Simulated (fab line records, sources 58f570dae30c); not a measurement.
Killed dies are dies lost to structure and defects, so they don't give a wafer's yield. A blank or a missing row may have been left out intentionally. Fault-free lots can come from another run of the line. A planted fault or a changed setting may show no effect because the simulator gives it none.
Which tool did it? || flow berkeleyCmos170 || 7 lots, 21 wafers sampled, at 2 steps of a route of 331

## WHAT THE GAUGES READ, wafer by wafer
UCB170_ACTIVE_CD_MEAS_13: target cd 1200 nm.
{"lot": "L158", "measured": "day 4 07:53", "on": "cdSem-02", "cdNm (nm)": "1201.3 1199.7 1199.4"}
{"lot": "L161", "measured": "day 4 23:42", "on": "cdSem-01", "cdNm (nm)": "1201.2 1201.4 1202.3"}
{"lot": "L163", "measured": "day 5 07:55", "on": "cdSem-01", "cdNm (nm)": "1197.8 1198.3 1197.6"}
{"lot": "L165", "measured": "day 5 19:27", "on": "cdSem-01", "cdNm (nm)": "1199.6 1199.4 1199.9"}
{"lot": "L167", "measured": "day 6 05:20", "on": "cdSem-01", "cdNm (nm)": "1195.6 1195.1 1193.9"}
{"lot": "L176", "measured": "day 8 03:55", "on": "cdSem-01", "cdNm (nm)": "1202.3 1200.2 1201.1"}
{"lot": "L178", "measured": "day 8 12:07", "on": "cdSem-01", "cdNm (nm)": "1200.9 1200.4 1201.2"}

## EACH LOT AND THE TOOL THAT RAN IT (in order: tool; ch and the chambers of the sampled wafers; start)
{"lot": "L158", "UCB170_ACTIVE_PEB_11": "lithoTrack-01 ch 0, day 4 07:37"}
{"lot": "L161", "UCB170_ACTIVE_PEB_11": "lithoTrack-01 ch 0, day 4 23:25"}
{"lot": "L163", "UCB170_ACTIVE_PEB_11": "lithoTrack-04 ch 0, day 5 07:38"}
{"lot": "L165", "UCB170_ACTIVE_PEB_11": "lithoTrack-03 ch 0, day 5 19:10"}
{"lot": "L167", "UCB170_ACTIVE_PEB_11": "lithoTrack-04 ch 0, day 6 05:04"}
{"lot": "L176", "UCB170_ACTIVE_PEB_11": "lithoTrack-01 ch 0, day 8 03:38"}
{"lot": "L178", "UCB170_ACTIVE_PEB_11": "lithoTrack-03 ch 0, day 8 11:47"}
- UCB170_ACTIVE_PEB_11

## THE ANSWER, worked out from the rows above alone
Rule: usual is defined by the lots themselves. Put in order of their means at a reading, lots are off if they are a third of the lots or fewer, leave a main group of 4 or more, and stand apart from it by a gap of 3 or more times the standard deviation of the main group's means; of several such gaps the widest counts. The tables above print the reading to a certain number of digits; a main group whose means all agree to those digits is not used. A lot without any number at a reading at which 4 lots or more have one is off too. The other lots that the step has rows for count as sound.
None of the lots is off at any reading shown; this tells nothing.

## WHAT WAS PUT IN BY THE SIMULATOR
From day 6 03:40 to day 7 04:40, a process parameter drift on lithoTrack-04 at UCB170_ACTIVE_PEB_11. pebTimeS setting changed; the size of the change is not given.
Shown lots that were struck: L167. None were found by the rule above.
